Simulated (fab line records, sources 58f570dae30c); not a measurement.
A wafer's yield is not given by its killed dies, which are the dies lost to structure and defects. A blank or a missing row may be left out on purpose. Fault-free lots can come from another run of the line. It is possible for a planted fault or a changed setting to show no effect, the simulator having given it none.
Matching of chambers    flow berkeleyCmos170    UCB170_ACTIVE_ETCH_15 on rieDiel-03 has 4 sister chambers
The step etches Si3N4 in CH3F/Ar/O2, stops on SiO2, target depth 242 nm, time 151 s. 4 wafers are shown with their chamber, then 8 later ones without.

== WAFERS, EACH WITH ITS CHAMBER ==
wafer   chamber  throttleValvePct (%)
L567.4  1        8.26
L567.5  0        8.04
L567.6  3        8.25
L570.2  2        7.81

== WAFERS MISSING THEIR CHAMBER ==
wafer   throttleValvePct (%)
L570.3  8.27
L570.5  8.02
L572.1  8.27
L572.3  7.82
L572.6  8.27
L574.2  7.82
L574.4  8.26
L574.5  7.84

== WHICH CHAMBER EACH WENT THROUGH ==
wafer   from the rows above      in truth
L570.3  can't be placed: 1 or 3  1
L570.5  0                        0
L572.1  can't be placed: 1 or 3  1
L572.3  2                        2
L572.6  can't be placed: 1 or 3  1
L574.2  2                        2
L574.4  can't be placed: 1 or 3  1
L574.5  2                        2
Correctly placed: 4 of 8. Cannot be placed on the basis of these rows: 4; the candidates contain the true chamber in 4. Placed wrongly: 0.
How it was worked out, from the rows above alone: a wafer's distance from a chamber is the root of the sum, over the readings, of the square of ((its reading less the chamber's mean) divided by the reading's scatter). If the next closest chamber is less than 2 further off than the closest, the wafer can't be placed; otherwise it belongs to the closest. Each chamber's mean is taken over the wafers shown for it. The scatter (one wafer shown for each chamber): square how far every hidden wafer sits from the nearest shown wafer, average those squares and take the square root.
